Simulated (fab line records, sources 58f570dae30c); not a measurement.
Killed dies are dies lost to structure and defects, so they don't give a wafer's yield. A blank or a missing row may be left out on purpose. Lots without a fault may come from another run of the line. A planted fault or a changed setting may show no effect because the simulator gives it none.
One fault seen from 2 desks | flow berkeley_cmos170 | each desk has only its own numbers; what lay behind them comes last

THE METROLOGY DESK
What the gauges read, lot by lot, whatever tool the lot ran on: means of the sampled wafers that have a number. A lot is out of limits, marked OUT, if its mean lies more than 4 standard deviations from the usual mean; the brackets give that distance.
Columns: A = NWELL_NITRIDE_THK at UCB170_NWELL_THK_MEAS_05, usual 224.6 nm; B = FIELD_OXIDE_THK at UCB170_FIELD_THK_MEAS_02, usual 560 nm; C = PVT_OVL at UCB170_PVT_OVL_MEAS_06, usual 0 nm
lot  | first seen here | A     | B   | C
L588 | day 2 14:42     | 224.1 | 566 | 1
L591 | day 3 00:44     | 225.4 | 562 | -1
L590 | day 3 00:44     | 226.5 | 562 | -1
L594 | day 3 21:49     | 224.4 | 542 | -5
L596 | day 4 05:20     | 225.6 | 571 | 0
L597 | day 4 05:20     | 226.6 | 563 | -4
L598 | day 4 12:41     | 225.8 | 556 | -4
L599 | day 4 12:41     | 226.0 | 553 | -2
L602 | day 5 12:32     | 227.4 | 573 | -5
L603 | day 5 16:56     | 225.9 | 549 | 5
L605 | day 6 02:19     | 223.9 | 554 | -4
L607 | day 6 14:48     | 224.3 | 550 | 2
L610 | day 7 02:55     | 225.2 | 568 | 4
L611 | day 7 07:55     | 222.7 | 551 | 4
This desk's finding: nothing out of limits on any of the 14 lots.

THE TOOL OWNER'S DESK: litho_track-02
The tool's own readings at UCB170_PVT_HMDS_00 (prime time 60 s): means of the sampled wafers that have a number, for each lot that ran on this tool. A lot is out of limits, marked OUT, if its mean lies more than 4 standard deviations from the usual mean; the brackets give that distance.
Columns: A = prime_temp_c at UCB170_PVT_HMDS_00, usual 99.99 C
lot  | first seen here | A
L591 | day 7 09:15     | 100.01
L596 | day 8 08:46     | 99.86
L598 | day 8 21:38     | 100.04
L605 | day 9 18:46     | 103.04 (+22) OUT
L603 | day 9 19:38     | 102.96 (+21) OUT
This desk's finding: out of limits on L603, L605; first on L605, day 9 18:46 (prime_temp_c at UCB170_PVT_HMDS_00). In limits: L591, L596, L598.

PUT TOGETHER
The tool owner's desk could have raised an alarm at day 9 18:46, on L603, L605.
The metrology desk saw nothing out of limits.
The metrology desk has L603, L605 on record, within its limits.
Of the lots named, all ran UCB170_PVT_HMDS_00 on litho_track-02.

WHAT THE SIMULATOR HAD PUT IN
Process parameter drift: litho_track-02, from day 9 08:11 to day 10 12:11, at UCB170_PVT_HMDS_00. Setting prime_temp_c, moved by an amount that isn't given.
Lots struck among those shown: L603, L605.
Hours from the fault's start to each desk's first reading out of limits: the tool owner's desk, 11.
